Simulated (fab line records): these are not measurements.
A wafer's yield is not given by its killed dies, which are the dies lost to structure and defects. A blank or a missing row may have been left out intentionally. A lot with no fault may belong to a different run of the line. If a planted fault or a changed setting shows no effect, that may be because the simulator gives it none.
Which of the tools did it? ; flow berkeley_cmos170 ; 14 lots, 42 wafers sampled, at 1 step of a route of 331

## WHAT THE GAUGES SHOWED, per wafer
The record holds no reading of a measuring or inspecting step that can be judged against a usual standard deviation.

## WHICH TOOL RAN EACH LOT (tool, then ch and the chambers of the sampled wafers, then the start)
lot;UCB170_CONTACT_RTA_08
L469;rtp_anneal-01 ch 0, day 8 12:08
L468;rtp_anneal-02 ch 0, day 8 13:37
L472;rtp_anneal-02 ch 0, day 8 22:08
L470;rtp_anneal-02 ch 0, day 8 23:52
L474;rtp_anneal-02 ch 0, day 9 01:41
L475;rtp_anneal-02 ch 0, day 9 21:53
L477;rtp_anneal-01 ch 0, day 9 23:52
L478;rtp_anneal-02 ch 0, day 10 06:38
L480;rtp_anneal-01 ch 0, day 10 11:14
L481;rtp_anneal-02 ch 0, day 10 12:34
L484;rtp_anneal-01 ch 0, day 11 11:47
L483;rtp_anneal-02 ch 0, day 11 12:11
L490;rtp_anneal-02 ch 0, day 12 17:39
L489;rtp_anneal-02 ch 0, day 12 17:54
- UCB170_CONTACT_RTA_08: time 10 s.

## WHAT THE TOOLS THEMSELVES READ (means of the sampled wafers that have a number; where no wafer has one, the mark that the record gives instead)
UCB170_CONTACT_RTA_08.
lot;tool;lamp_power_pct (%);wafer_temp_C_max
L469;rtp_anneal-01;25.4;903.7
L468;rtp_anneal-02;23.1;904.4
L472;rtp_anneal-02;23.1;903.2
L470;rtp_anneal-02;23.1;903.7
L474;rtp_anneal-02;23.1;903.7
L475;rtp_anneal-02;23.1;903.6
L477;rtp_anneal-01;25.4;904.8
L478;rtp_anneal-02;23.1;904.0
L480;rtp_anneal-01;25.4;904.7
L481;rtp_anneal-02;23.1;904.6
L484;rtp_anneal-01;25.4;904.7
L483;rtp_anneal-02;23.1;903.7
L490;rtp_anneal-02;24.5;924.4
L489;rtp_anneal-02;24.5;924.2

## THE ANSWER, worked out from the rows above alone
Rule: the lots themselves supply what counts as usual. The widest of any qualifying gaps counts: lots, ordered by their means at a reading, are off when they make up no more than a third of the lots, leave a main group of 4 or more, and stand apart from it by 3 or more times the standard deviation of that group's means. The tables above print the reading to a certain number of digits; a main group whose means all agree to those digits is not used. Also off: a lot with no number at a reading for which 4 or more lots have one. The other lots that the step has rows for count as sound. After the gauges, taken in route order, come the tools' own readings; for these a lot's mean is taken, as printed above. The first step at which some lot is off is used, and at that step the reading that is off furthest; a lot without a number counts as furthest.
Off, at UCB170_CONTACT_RTA_08 on wafer_temp_C_max: L490, L489. Main group: mean 904.1, sd 0.52.
If a tool, at that step or one of the process steps before it, ran each lot that is off and ran no sound lot following the first of them, it fits. One fits: rtp_anneal-02 at UCB170_CONTACT_RTA_08. A fault onset in the window from L483 (day 11 12:11, its last sound lot) to L490 (day 12 17:39, its first lot off) fits.
The tool's own readings at UCB170_CONTACT_RTA_08 bear it out: on the lots that are off they differ by more than 5 times the standard deviation of the sound lots' means. wafer_temp_C_max reads 924.3 there against 904.1 on the sound lots.

## WHAT HAD BEEN PUT IN BY THE SIMULATOR
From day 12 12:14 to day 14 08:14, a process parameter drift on rtp_anneal-02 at UCB170_CONTACT_RTA_08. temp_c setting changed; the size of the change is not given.
Lots struck among those shown: L490, L489. The rule above reached the same finding.
